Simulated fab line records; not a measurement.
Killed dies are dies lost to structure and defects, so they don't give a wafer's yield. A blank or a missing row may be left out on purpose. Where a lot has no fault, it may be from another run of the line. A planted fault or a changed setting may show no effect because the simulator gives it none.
Which of the tools did it? | flow berkeley-cmos170 | Sampling: 14 lots, 42 wafers, 2 of 331 route steps

== WHAT EACH GAUGE READ, for each wafer ==
UCB170_SACOX_THK_MEAS_02.
lot  | measured    | on            | SACOX_OXIDE_THK (nm)
L691 | day 5 09:50 | film-metro-03 | 14.40 14.12 14.19
L692 | day 5 09:49 | film-metro-02 | 14.43 14.24 14.60
L693 | day 5 20:10 | film-metro-04 | 22.93 22.99 22.69
L694 | day 6 00:37 | film-metro-02 | 14.16 14.39 14.11
L696 | day 6 15:59 | film-metro-02 | 22.80 22.78 22.40
L699 | day 7 08:45 | film-metro-03 | 14.19 14.37 14.42
L700 | day 7 08:46 | film-metro-02 | 14.15 14.27 14.19
L705 | day 7 22:57 | film-metro-04 | 14.18 14.11 14.02
L706 | day 7 22:57 | film-metro-02 | 14.48 14.51 14.30
L707 | day 8 11:20 | film-metro-03 | 14.77 14.59 14.31
L709 | day 8 19:44 | film-metro-02 | 14.44 14.18 14.28
L710 | day 9 04:23 | film-metro-04 | 14.36 14.22 14.49
L712 | day 9 12:16 | film-metro-04 | 14.11 14.13 14.19
L714 | day 9 12:18 | film-metro-03 | 13.91 14.04 13.96

== WHAT TOOL EACH LOT RAN ON (gives the tool, then ch and the chambers of the sampled wafers, and finally the start) ==
lot  | UCB170_SACOX_OXIDATION_01
L691 | furnace-01 ch 0, day 5 08:10
L692 | furnace-01 ch 0, day 5 08:10
L693 | furnace-02 ch 0, day 5 15:46 and furnace-01 ch 0, day 5 18:31
L694 | furnace-02 ch 0, day 5 22:57
L696 | furnace-01 ch 0, day 6 11:59 and furnace-02 ch 0, day 6 14:19
L699 | furnace-01 ch 0, day 7 07:05
L700 | furnace-01 ch 0, day 7 07:05
L705 | furnace-02 ch 0, day 7 21:17
L706 | furnace-02 ch 0, day 7 21:17
L707 | furnace-01 ch 0, day 8 09:39
L709 | furnace-04 ch 0, day 8 18:03
L710 | furnace-04 ch 0, day 9 02:43
L712 | furnace-02 ch 0, day 9 10:36
L714 | furnace-02 ch 0, day 9 10:36
- UCB170_SACOX_OXIDATION_01: target thk 14.4 nm, ox time 2400 s.

== AS READ BY THE TOOLS THEMSELVES (means over the sampled wafers that have a number; for cases with no such wafer, the mark the record gives instead) ==
UCB170_SACOX_OXIDATION_01.
lot  | tool                  | spike-tc-centre-C (C)
L691 | furnace-01            | 903.7
L692 | furnace-01            | 902.9
L693 | furnace-02/furnace-01 | 903.5
L694 | furnace-02            | 902.6
L696 | furnace-01/furnace-02 | 903.4
L699 | furnace-01            | 902.8
L700 | furnace-01            | 903.3
L705 | furnace-02            | 903.8
L706 | furnace-02            | 903.6
L707 | furnace-01            | 903.9
L709 | furnace-04            | 903.4
L710 | furnace-04            | 903.3
L712 | furnace-02            | 903.0
L714 | furnace-02            | 901.9

== THE ANSWER, worked out from the rows above alone ==
Rule: the usual values come from the lots themselves. The widest of any qualifying gaps counts: lots, ordered by their means at a reading, are off when they make up no more than a third of the lots, leave a main group of 4 or more, and stand apart from it by 3 or more times the standard deviation of that group's means. Not used: any main group whose means are identical at the precision the tables above print for the reading. A lot without any number at a reading at which 4 lots or more have one is off too. Any other lot the step has rows for is counted as sound. After the gauges, taken in route order, come the tools' own readings; for these a lot's mean is taken, as printed above. The first step at which some lot is off is used, and at that step the reading that is off furthest; a lot without a number counts as furthest.
Off: at UCB170_SACOX_THK_MEAS_02 (SACOX_OXIDE_THK), L693, L696. Mean 14.27 nm and standard deviation 0.15 in the main group.
If a tool, at a process step before that reading, ran all the lots that are off and no sound lot after the first of them, it fits. The gauges at UCB170_SACOX_THK_MEAS_02 are tried like those tools. No candidate that was tried fits.

== WHAT THE SIMULATOR PUT IN ==
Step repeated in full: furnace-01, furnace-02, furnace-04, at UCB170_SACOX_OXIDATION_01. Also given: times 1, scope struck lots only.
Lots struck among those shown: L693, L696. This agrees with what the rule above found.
